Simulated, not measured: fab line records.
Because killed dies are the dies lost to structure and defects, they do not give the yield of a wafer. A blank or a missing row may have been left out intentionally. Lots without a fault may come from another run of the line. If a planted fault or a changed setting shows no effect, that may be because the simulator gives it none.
The tool behind it: which one? :: flow berkeley cmos170 :: Sampling: 11 lots, 33 wafers, 3 of 331 route steps

## WHAT EACH GAUGE READ, for each wafer
UCB170_V1_THK_MEAS_04. Usual: V1_POLISHED_THK 1000.2 nm, standard deviation 1.3.
lot: L128
measured: day 8 17:30
on: film metro-02
V1_POLISHED_THK (nm): 1000.5 999.8 1000.4
flag: 

lot: L129
measured: day 8 18:50
on: film metro-02
V1_POLISHED_THK (nm): 998.7 999.4 999.5
flag: 

lot: L130
measured: day 8 19:08
on: film metro-03
V1_POLISHED_THK (nm): 999.1 1000.2 998.8
flag: 

lot: L131
measured: day 9 18:32
on: film metro-03
V1_POLISHED_THK (nm): 998.9 1000.8 999.1
flag: 

lot: L140
measured: day 11 23:22
on: film metro-01
V1_POLISHED_THK (nm): 999.8 999.3 1001.4
flag: 

lot: L141
measured: day 12 02:02
on: film metro-03
V1_POLISHED_THK (nm): 999.4 1000.6 997.4
flag: 

lot: L146
measured: day 13 03:52
on: film metro-02
V1_POLISHED_THK (nm): 1000.5 1000.4 1001.0
flag: 

lot: L147
measured: day 13 09:22
on: film metro-02
V1_POLISHED_THK (nm): 999.7 999.2 998.9
flag: 

lot: L148
measured: day 13 10:41
on: film metro-02
V1_POLISHED_THK (nm): 1000.5 1001.0 1000.7
flag: 

lot: L151
measured: day 13 21:35
on: film metro-02
V1_POLISHED_THK (nm): 1000.2 998.1 999.7
flag: 

lot: L150
measured: day 13 22:56
on: film metro-02
V1_POLISHED_THK (nm): 997.8 1000.2 1002.5
flag: 

UCB170_V1_CD_MEAS_12: the cd target is 700 nm. Usual: cd nm 699.6 nm, standard deviation 1.3.
lot: L128
measured: day 8 18:48
on: cd sem-02
cd nm (nm): 700.0 700.8 700.9
flag: 

lot: L129
measured: day 8 19:55
on: cd sem-01
cd nm (nm): 700.2 700.4 701.3
flag: 

lot: L130
measured: day 8 20:28
on: cd sem-01
cd nm (nm): 701.4 702.3 700.0
flag: 

lot: L131
measured: day 9 19:52
on: cd sem-02
cd nm (nm): 701.2 701.2 701.3
flag: 

lot: L140
measured: day 12 00:55
on: cd sem-01
cd nm (nm): 700.3 700.9 699.9
flag: 

lot: L141
measured: day 12 03:25
on: cd sem-02
cd nm (nm): 700.1 699.2 699.9
flag: 

lot: L146
measured: day 13 05:49
on: cd sem-02
cd nm (nm): 700.5 699.3 698.0
flag: 

lot: L147
measured: day 13 10:48
on: cd sem-01
cd nm (nm): 698.9 697.3 698.3
flag: 

lot: L148
measured: day 13 12:55
on: cd sem-02
cd nm (nm): 700.2 702.1 700.4
flag: 

lot: L151
measured: day 13 23:26
on: cd sem-02
cd nm (nm): 697.6 698.6 697.5
flag: 

lot: L150
measured: day 14 00:23
on: cd sem-01
cd nm (nm): 700.1 699.5 701.3
flag: 

UCB170_M2_OVL_MEAS_16. Usual: M2_OVL 0 nm, standard deviation 6.1.
lot: L128
measured: day 8 21:22
on: overlay-02
M2_OVL (nm): 4 -3 -1
flag: 

lot: L129
measured: day 8 22:40
on: overlay-01
M2_OVL (nm): -1 3 -4
flag: 

lot: L130
measured: day 8 23:19
on: overlay-01
M2_OVL (nm): 7 1 -9
flag: 

lot: L131
measured: day 9 22:39
on: overlay-02
M2_OVL (nm): 2 -10 -1
flag: 

lot: L140
measured: day 12 04:32
on: overlay-01
M2_OVL (nm): -4 4 2
flag: 

lot: L141
measured: day 12 06:24
on: overlay-01
M2_OVL (nm): 7 -2 5
flag: 

lot: L146
measured: day 13 08:35
on: overlay-02
M2_OVL (nm): -6 -4 1
flag: 

lot: L147
measured: day 13 14:54
on: overlay-01
M2_OVL (nm): 4 12 -1
flag: 

lot: L148
measured: day 13 16:43
on: overlay-02
M2_OVL (nm): -2 -5 6
flag: 

lot: L151
measured: day 14 02:55
on: overlay-01
M2_OVL (nm): 4 7 2
flag: 

lot: L150
measured: day 14 04:54
on: overlay-02
M2_OVL (nm): -3 -4 2
flag: 

## WHICH TOOL RAN EACH LOT (tool, then ch and the chambers of the sampled wafers, then the start)
The record shows no process step preceding these readings.

## AS READ BY THE TOOLS THEMSELVES (means over the sampled wafers that have a number; for cases with no such wafer, the mark the record gives instead)
The record holds no such reading with a usual standard deviation.

## THE ANSWER, worked out from the rows above alone
Rule: take the mean of a lot's wafers that have a number; if it is more than 3 standard deviations from the usual mean, the lot is off. Also off: a lot with no number at a reading for which 4 or more lots have one. The other lots that the step has rows for count as sound. The gauges are gone through in route order, then the tools' own readings, and for those a lot's mean is taken as printed above. The first step at which some lot is off is used, and at that step the reading that is off furthest; a lot without a number counts as furthest.
No lot is off at any reading shown: from this, nothing can be told.

## WHAT THE SIMULATOR PUT IN
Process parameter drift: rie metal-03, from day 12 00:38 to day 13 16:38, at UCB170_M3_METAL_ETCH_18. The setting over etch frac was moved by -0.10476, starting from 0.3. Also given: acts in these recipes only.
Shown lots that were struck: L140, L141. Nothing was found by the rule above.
